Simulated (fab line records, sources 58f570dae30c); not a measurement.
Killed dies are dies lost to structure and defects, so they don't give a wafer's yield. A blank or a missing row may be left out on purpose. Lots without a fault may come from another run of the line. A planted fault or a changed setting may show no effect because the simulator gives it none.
A struck lot beside a sound one | flow berkeley_cmos170 | 15 steps out of a route of 331
Sound: wafers L248.4, L248.5, L248.6. Struck: wafers L262.1, L262.2, L262.3. The cause comes at the end.
At each step with rows: each side's tool, then ch and its chambers, then its first start. Under that, the readings that differ: sound wafers | struck wafers | difference of the means | sigmas: that difference in standard deviations of wafers without a fault.
alike: readings whose means differ by less than 2 such deviations, and words and numbers that are the same on both sides. not compared: withheld readings, readings that some wafer has no value for, bounds like >300 that may hide the same value, and numbers for which the record gives no deviation and whose values overlap.
The two part at a step that has a row with sigmas, a row that says differs or no value, or rows on one side only. Numbers that don't overlap but have no deviation are shown without sigmas and don't part them. A reading that every wafer of one side lacks parts them only if that side has two wafers or more.

UCB170_SCREENOX_THK_MEAS_02:
  sound on film_metro-04, day 5 09:43; struck on film_metro-03, day 8 06:39
  alike: SCREENOX_OXIDE_THK
then, 7 steps without rows for these wafers: UCB170_SCREENOX_ANNEAL_03 (time 900 s); UCB170_NVT_HMDS_00 (prime time 60 s); UCB170_NVT_COAT_01 (resist thk 900 nm); UCB170_NVT_SOFTBAKE_02 (time 60 s); UCB170_NVT_EXPOSE_03 (exposes mask PWELL, target cd 3000 nm); UCB170_NVT_PEB_04; UCB170_NVT_DEVELOP_05 (develop time 45 s).
UCB170_NVT_OVL_MEAS_06:
  sound on overlay-02, day 5 14:31; struck on overlay-01, day 8 11:35
  alike: NVT_OVL
then, 1 step without rows for these wafers: UCB170_NVT_IMPLANT_07.
UCB170_NVT_STRIP_08: strips in O2.
  sound on plasma_asher-01 ch 0,1, day 5 14:43; struck on plasma_asher-01 ch 0,1, day 8 11:46
  alike: drypump_motor_current_A, o2_flow_sccm, oes_product_au, strip_time_to_endpoint_s
  not compared: rf_hours_counter_h
UCB170_NVT_TW_MEAS_09:
  sound on film_metro-01, day 5 14:49; struck on film_metro-01, day 8 11:52
  alike: NVT_TW
UCB170_NVT_CLEAN_10: cleans in SPM, time 600 s.
  sound on wet_bench-04 ch 2, day 5 14:50; struck on wet_bench-02 ch 2, day 8 11:59
  no value came back on the struck wafers for bath_guard_temp_C (C), bath_heat_duty_pct (%); on the sound wafers bath_guard_temp_C (C) reads 119.7 119.9 119.6
then, 1 step without rows for these wafers: UCB170_PVT_HMDS_00 (prime time 60 s).
UCB170_M3_PROBE_99:
  the record has rows for the sound wafers here (prober-02, day 8 04:22) and none for the struck ones

WHERE THEY PART
First at UCB170_NVT_CLEAN_10; last, within this record, at UCB170_M3_PROBE_99.

WHY: what the simulator had put in
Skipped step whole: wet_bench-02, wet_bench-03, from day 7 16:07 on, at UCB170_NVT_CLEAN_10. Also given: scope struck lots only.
